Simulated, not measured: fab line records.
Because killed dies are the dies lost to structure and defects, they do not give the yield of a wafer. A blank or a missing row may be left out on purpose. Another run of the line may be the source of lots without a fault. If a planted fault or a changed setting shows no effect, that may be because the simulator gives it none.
fab line records | flow berkeleyCmos170
[record] lots = 14 wafers = 42 lastDay = 12
route steps=331 shown GATE@128 NLDD@167 CONTACT@218 M2@290
lots that met no fault: from a run of the same line without faults
startH: hours from the record's opening day to when the first of the lot's shown wafers began | waitH: how many hours have passed since the lot's step before this one | " as in the row above | L1.1+2: a single row standing in for several wafers | - no value, or no start given | * or withheld: withheld | < > ~ a bound
route shown NAME@n: names a module that has steps shown in the file, with the first one's number in the route | usual: mean and standard deviation over wafers with no fault | same: alike in all rows | chamber/n: place in a boat | sites: the reading at each site | _std_site: standard deviation across them | _edge_site: mean of outer sites minus mean of inner sites | radiusMm: for every site, how far away it sits from the centre of the wafer | mask NAME#n: copy n | behind: the last tool/chamber to shape the wafer | hold: why the lot was held/for how many hours/how that ended | device: the n, p or np transistor that did not switch | end of line: tests of these same wafers at the route's end | a step given without rows: its recipe and nothing more | killed: count of dies lost to structure and defects at first sort (not the wafer's yield) | map: a wafer's dies, x killed, . not, _ none there
set.NAME: the setting that was run; set.NAME@STEP: the one run at that earlier step | model.NAME: the simulator's own value behind a step, which no gauge read
route steps across a sampled set of lots; one table per step, one row per wafer
services: the hour from which a tool's chamber was out of use, counted from the record's first day as startH (under 0 if before that day), plus the number of hours and why
[[steps]]
[step UCB170_GATE_THK_MEAS_02]
[recipe] reads = SiO2_of_GATE_OXIDATION_01
[usual] GATE_OXIDE_THK = 6.61/0.12
// columns lot.wafer tool chamber startH waitH GATE_OXIDE_THK[nm]
L579.2 filmMetro-01 - 145.45 0.1 6.57
L579.4 " - " " 6.66
L579.5 " - " " 6.62
L578.1 filmMetro-01 - 147.54 0.0 6.53
L578.2 " - " " 6.48
L578.6 " - " " 6.58
L582.1 filmMetro-01 - 155.97 0.0 6.80
L582.5 " - " " 6.61
L582.6 " - " " 6.66
L584.1 filmMetro-01 - 163.12 0.0 6.59
L584.2 " - " " 6.75
L584.4 " - " " 6.51
L585.1 filmMetro-03 - 163.12 0.0 6.66
L585.2 " - " " 6.53
L585.3 " - " " 6.52
L583.2 filmMetro-04 - 163.13 0.0 6.55
L583.3 " - " " 6.54
L583.5 " - " " 6.54
L586.1 filmMetro-01 - 191.61 0.0 6.59
L586.2 " - " " 6.47
L586.4 " - " " 6.57
L592.4 filmMetro-04 - 199.41 0.0 6.86
L592.5 " - " " 6.81
L592.6 " - " " 6.73
L590.1 filmMetro-04 - 199.44 0.1 6.66
L590.4 " - " " 6.62
L590.5 " - " " 6.56
L591.1 filmMetro-01 - 199.44 0.1 6.50
L591.3 " - " " 6.53
L591.6 " - " " 6.67
L587.3 filmMetro-03 - 199.46 0.1 6.60
L587.4 " - " " 6.57
L587.5 " - " " 6.53
L599.1 filmMetro-01 - 241.64 0.0 6.45
L599.4 " - " " 6.57
L599.5 " - " " 6.49
L600.2 filmMetro-03 - 241.65 0.0 6.55
L600.4 " - " " 6.47
L600.5 " - " " 6.53
L601.2 filmMetro-01 - 249.97 0.0 6.57
L601.3 " - " " 6.50
L601.5 " - " " 6.48
[step UCB170_NLDD_IMPLANT_09]
[recipe] species = As doseCm2 = 5e+13 energyKev = 30 tiltDeg = 7 rotationDeg = 180
[usual] doseIonsCm2 = 5e+13/5.8e+10 endStationPressureTorr = 5.15e-06/3e-07 faradayCurrentUA = 158.7/2.9
// columns lot.wafer tool chamber startH waitH doseIonsCm2 endStationPressureTorr faradayCurrentUA
L579.2 implanter-03 0 160.11 0.1 5.005e+13 5.39e-06 159.9
L579.4 " 0 " " 4.993e+13 5.31e-06 158.7
L579.5 " 0 " " 5e+13 5.33e-06 163.1
L578.1 implanter-01 0 160.43 0.1 5.008e+13 4.67e-06 159.5
L578.2 " 0 " " 4.997e+13 5.14e-06 156.8
L578.6 " 0 " " 5.002e+13 4.79e-06 159.6
L582.1 implanter-04 0 167.18 0.1 5e+13 5.14e-06 151.8
L582.5 " 0 " " 4.999e+13 5.64e-06 155.5
L582.6 " 0 " " 4.996e+13 4.78e-06 157.4
L583.2 implanter-03 0 179.66 0.1 4.995e+13 5.27e-06 158.4
L583.3 " 0 " " 4.994e+13 5.43e-06 155.4
L583.5 " 0 " " 5.002e+13 4.49e-06 156.7
L585.1 implanter-04 0 179.90 0.1 5.006e+13 4.81e-06 156.8
L585.2 " 0 " " 5.008e+13 5.07e-06 161.1
L585.3 " 0 " " 5.003e+13 4.85e-06 156.6
L584.1 implanter-01 0 179.91 0.1 5e+13 5.45e-06 154.5
L584.2 " 0 " " 5.001e+13 4.75e-06 154.7
L584.4 " 0 " " 5.004e+13 5.1e-06 154.0
L586.1 implanter-03 0 205.11 0.1 4.995e+13 5.15e-06 158.7
L586.2 " 0 " " 5.002e+13 4.86e-06 153.4
L586.4 " 0 " " 4.996e+13 5.48e-06 153.9
L592.4 implanter-03 0 212.86 0.1 4.999e+13 4.7e-06 160.1
L592.5 " 0 " " 4.993e+13 4.9e-06 156.0
L592.6 " 0 " " 5.009e+13 4.89e-06 164.3
L590.1 implanter-03 0 216.72 0.1 3.897e+13 4.61e-06 120.3
L590.4 " 0 " " 3.904e+13 4.97e-06 123.3
L590.5 " 0 " " 3.903e+13 4.9e-06 122.0
L591.1 implanter-04 0 217.23 0.1 5.007e+13 5.47e-06 154.8
L591.3 " 0 " " 4.998e+13 5.13e-06 157.9
L591.6 " 0 " " 4.999e+13 5.59e-06 162.6
L587.3 implanter-03 0 217.56 0.1 3.886e+13 5.59e-06 122.0
L587.4 " 0 " " 3.898e+13 5.16e-06 124.4
L587.5 " 0 " " 3.9e+13 4.6e-06 125.3
L599.1 implanter-01 0 252.63 0.1 5.008e+13 5.54e-06 159.9
L599.4 " 0 " " 5e+13 5.87e-06 160.9
L599.5 " 0 " " 5.003e+13 5.03e-06 164.1
L600.2 implanter-04 0 252.91 0.1 5.009e+13 5.36e-06 157.1
L600.4 " 0 " " 5.007e+13 4.77e-06 161.4
L600.5 " 0 " " 5.012e+13 5.04e-06 162.8
L601.2 implanter-04 0 261.05 0.1 5.005e+13 5.21e-06 159.1
L601.3 " 0 " " 5e+13 5.19e-06 160.1
L601.5 " 0 " " 4.997e+13 5.74e-06 161.7
[step UCB170_NLDD_TW_MEAS_11]
[usual] NLDD_TW = 2206/19
// columns lot.wafer tool chamber startH waitH NLDD_TW
L579.2 filmMetro-01 - 160.34 0.1 2230
L579.4 " - " " 2223
L579.5 " - " " 2235
L578.1 filmMetro-02 - 160.68 0.1 2223
L578.2 " - " " 2226
L578.6 " - " " 2223
L582.1 filmMetro-02 - 167.43 0.1 2212
L582.5 " - " " 2215
L582.6 " - " " 2198
L583.2 filmMetro-02 - 179.90 0.1 2196
L583.3 " - " " 2201
L583.5 " - " " 2203
L585.1 filmMetro-03 - 180.15 0.1 2180
L585.2 " - " " 2185
L585.3 " - " " 2194
L584.1 filmMetro-01 - 180.16 0.1 2232
L584.2 " - " " 2212
L584.4 " - " " 2235
L586.1 filmMetro-03 - 205.36 0.1 2181
L586.2 " - " " 2181
L586.4 " - " " 2170
L592.4 filmMetro-01 - 213.06 0.1 2219
L592.5 " - " " 2220
L592.6 " - " " 2224
L590.1 filmMetro-03 - 216.97 0.1 2112
L590.4 " - " " 2125
L590.5 " - " " 2102
L591.1 filmMetro-03 - 217.48 0.1 2180
L591.3 " - " " 2181
L591.6 " - " " 2178
L587.3 filmMetro-03 - 217.78 0.1 2104
L587.4 " - " " 2110
L587.5 " - " " 2112
L599.1 filmMetro-02 - 252.88 0.1 2210
L599.4 " - " " 2209
L599.5 " - " " 2210
L600.2 filmMetro-02 - 253.15 0.1 2212
L600.4 " - " " 2203
L600.5 " - " " 2200
L601.2 filmMetro-03 - 261.29 0.1 2177
L601.3 " - " " 2173
L601.5 " - " " 2182
[step UCB170_SDANNEAL_RS_MEAS_05]
[recipe] thkMeasGauge = four-point-probe
[usual] NLDD_RS = 616.4/1.8
// columns lot.wafer tool chamber startH waitH NLDD_RS[ohm/sq]
L579.2 filmMetro-03 - 177.27 0.1 618.5
L579.4 " - " " 615.9
L579.5 " - " " 617.1
L578.1 filmMetro-03 - 177.91 0.1 615.3
L578.2 " - " " 615.7
L578.6 " - " " 616.5
L582.1 filmMetro-02 - 180.39 0.1 621.7
L582.5 " - " " 618.7
L582.6 " - " " 619.1
L583.2 filmMetro-01 - 192.61 0.1 617.8
L583.3 " - " " 617.8
L583.5 " - " " 617.0
L584.1 filmMetro-03 - 193.04 0.1 614.0
L584.2 " - " " 614.5
L584.4 " - " " 614.9
L585.1 filmMetro-01 - 193.32 0.1 618.1
L585.2 " - " " 616.2
L585.3 " - " " 616.1
L586.1 filmMetro-02 - 216.34 0.1 619.5
L586.2 " - " " 618.9
L586.4 " - " " 616.9
L592.4 filmMetro-03 - 224.70 0.1 613.1
L592.5 " - " " 614.8
L592.6 " - " " 614.6
L590.1 filmMetro-02 - 229.91 0.1 669.7
L590.4 " - " " 672.0
L590.5 " - " " 671.8
L591.1 filmMetro-02 - 230.39 0.1 616.4
L591.3 " - " " 616.5
L591.6 " - " " 615.9
L587.3 filmMetro-03 - 230.85 0.1 666.9
L587.4 " - " " 667.6
L587.5 " - " " 665.1
L599.1 filmMetro-01 - 263.41 0.1 613.1
L599.4 " - " " 615.7
L599.5 " - " " 615.6
L600.2 filmMetro-02 - 263.96 0.1 616.7
L600.4 " - " " 619.8
L600.5 " - " " 617.7
L601.2 filmMetro-03 - 272.49 0.1 615.7
L601.3 " - " " 615.2
L601.5 " - " " 613.7
[step UCB170_CONTACT_THK_MEAS_02]
[recipe] reads = PSG_of_CONTACT_CVD_01
[usual] CONTACT_PSG_THK = 697/6.3
// columns lot.wafer tool chamber startH waitH CONTACT_PSG_THK[nm]
L579.2 filmMetro-01 - 179.72 0.0 689
L579.4 " - " " 692
L579.5 " - " " 691
L578.1 filmMetro-03 - 181.59 0.1 695
L578.2 " - " " 695
L578.6 " - " " 693
L582.1 filmMetro-04 - 183.74 0.0 700
L582.5 " - " " 699
L582.6 " - " " 706
L583.2 filmMetro-01 - 195.13 0.1 702
L583.3 " - " " 706
L583.5 " - " " 703
L584.1 filmMetro-03 - 195.58 0.0 701
L584.2 " - " " 703
L584.4 " - " " 700
L585.1 filmMetro-03 - 196.83 0.0 698
L585.2 " - " " 698
L585.3 " - " " 705
L586.1 filmMetro-03 - 218.80 0.0 711
L586.2 " - " " 711
L586.4 " - " " 709
L592.4 filmMetro-03 - 227.14 0.0 695
L592.5 " - " " 687
L592.6 " - " " 690
L590.1 filmMetro-03 - 232.37 0.0 703
L590.4 " - " " 690
L590.5 " - " " 698
L591.1 filmMetro-04 - 234.15 0.0 698
L591.3 " - " " 699
L591.6 " - " " 700
L587.3 filmMetro-01 - 234.17 0.0 691
L587.4 " - " " 690
L587.5 " - " " 690
L599.1 filmMetro-01 - 267.41 0.0 700
L599.4 " - " " 694
L599.5 " - " " 694
L600.2 filmMetro-04 - 271.12 0.0 706
L600.4 " - " " 702
L600.5 " - " " 704
L601.2 filmMetro-03 - 274.93 0.0 688
L601.3 " - " " 686
L601.5 " - " " 691
[step UCB170_M2_STRIP_19]
[recipe] chemistry = O2 powerW = 400 pressureMtorr = 3500 platenTempC = withheld o2FlowSccm = 400 overashFraction = 0.5
[usual] drypumpMotorCurrentA = 6.0/0.67 oesProductAu = 0.536/0.014
// columns lot.wafer tool chamber startH waitH drypumpMotorCurrentA oesProductAu rfHoursCounterH
L579.2 plasmaAsher-04 1 194.47 0.2 6.7 0.548 9
L579.4 " 0 " " 5.1 0.549 -
L579.5 " 1 " " 6.7 0.547 -
L578.1 plasmaAsher-04 1 195.73 0.1 6.7 0.516 9
L578.2 " 0 " " 5.1 0.555 9
L578.6 " 1 " " 6.7 0.549 -
L582.1 plasmaAsher-04 1 198.10 0.1 6.7 0.527 9
L582.5 " 1 " " 6.7 0.525 -
L582.6 " 0 " " 5.1 0.535 -
L584.1 plasmaAsher-03 1 209.41 0.2 6.6 0.524 42
L584.2 " 0 " " 5.3 0.533 42
L584.4 " 1 " " 6.5 0.529 -
L583.2 plasmaAsher-04 0 213.91 0.1 5.1 0.547 11
L583.3 " 1 " " 6.7 0.554 -
L583.5 " 1 " " 6.7 0.548 -
L585.1 plasmaAsher-03 0 214.19 0.1 5.4 0.559 42
L585.2 " 1 " " 6.5 0.538 42
L585.3 " 0 " " 5.4 0.541 -
L586.1 plasmaAsher-03 1 231.03 0.1 6.5 0.561 44
L586.2 " 0 " " 5.4 0.521 44
L586.4 " 1 " " 6.5 0.553 -
L592.4 plasmaAsher-02 0 240.88 0.1 6.6 0.538 -
L592.5 " 0 " " 6.6 0.544 -
L592.6 " 1 " " 5.6 0.548 -
L590.1 plasmaAsher-03 1 249.01 0.2 6.6 0.530 46
L590.4 " 1 " " 6.6 0.527 -
L590.5 " 0 " " 5.4 0.530 -
L591.1 plasmaAsher-02 1 249.23 0.1 5.6 0.504 55
L591.3 " 1 " " 5.6 0.497 -
L591.6 " 1 " " 5.6 0.539 -
L587.3 plasmaAsher-03 0 249.88 0.1 5.4 0.561 -
L587.4 " 1 " " 6.6 0.543 -
L587.5 " 1 " " 6.6 0.548 -
L599.1 plasmaAsher-02 1 280.20 0.1 5.6 0.534 59
L599.4 " 1 " " 5.6 0.532 -
L599.5 " 0 " " 6.5 0.523 -
L600.2 plasmaAsher-04 1 285.55 0.1 6.7 0.547 20
L600.4 " 1 " " 6.7 0.527 -
L600.5 " 1 " " 6.7 0.537 -
L601.2 plasmaAsher-04 1 286.79 0.1 6.7 0.528 21
L601.3 " 0 " " 5.1 0.526 -
L601.5 " 0 " " 5.1 0.530 -
[[services]]
// columns tool chamber startH hours kind
plasmaAsher-03 - 145.70 2.3 repair
implanter-03 - 153.08 2.7 repair
implanter-03 - 162.06 2.5 repair
plasmaAsher-04 - 162.68 1.7 repair
plasmaAsher-02 - 203.56 4.3 pm
implanter-03 - 269.10 3.1 repair
[[key]]
[firstSign] step = UCB170_NLDD_IMPLANT_09 reading = doseIonsCm2 direction = down sigmas = 99+ usual = 5e+13 struck = 3.898e+13
[effect] step = UCB170_NLDD_IMPLANT_09 reading = faradayCurrentUA direction = down sigmas = 12 usual = 158.7 struck = 122.9
[effect] step = UCB170_NLDD_TW_MEAS_11 reading = NLDD_TW direction = down sigmas = 4.9 usual = 2206 struck = 2111
[effect] step = UCB170_SDANNEAL_RS_MEAS_05 reading = NLDD_RS direction = up sigmas = 29 usual = 616.4 struck = 668.8
metAt UCB170_NLDD_IMPLANT_09
struckLots L587,L590
testerLeftOut L587,L590
notActingAt UCB170_GATE_THK_MEAS_02,UCB170_CONTACT_THK_MEAS_02,UCB170_M2_STRIP_19
onsetBetween 212.86 216.72
[fault] kind = processParameterDrift tool = implanter-03 chamber = - onsetH = 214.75 steps = UCB170_NLDD_IMPLANT_09 channel = doseCm2 offset = -1.1e+13 shape = step endH = 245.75 actsIn = theseRecipesOnly stated = 5e+13
// testerLeftOut: of these lots the tester's yield and bins aren't shown, on N5 and GAA mostly nor the transistor test; their killed dies are dies lost to structure and defects alone, not to doping, threshold or leakage, so they don't give the yield
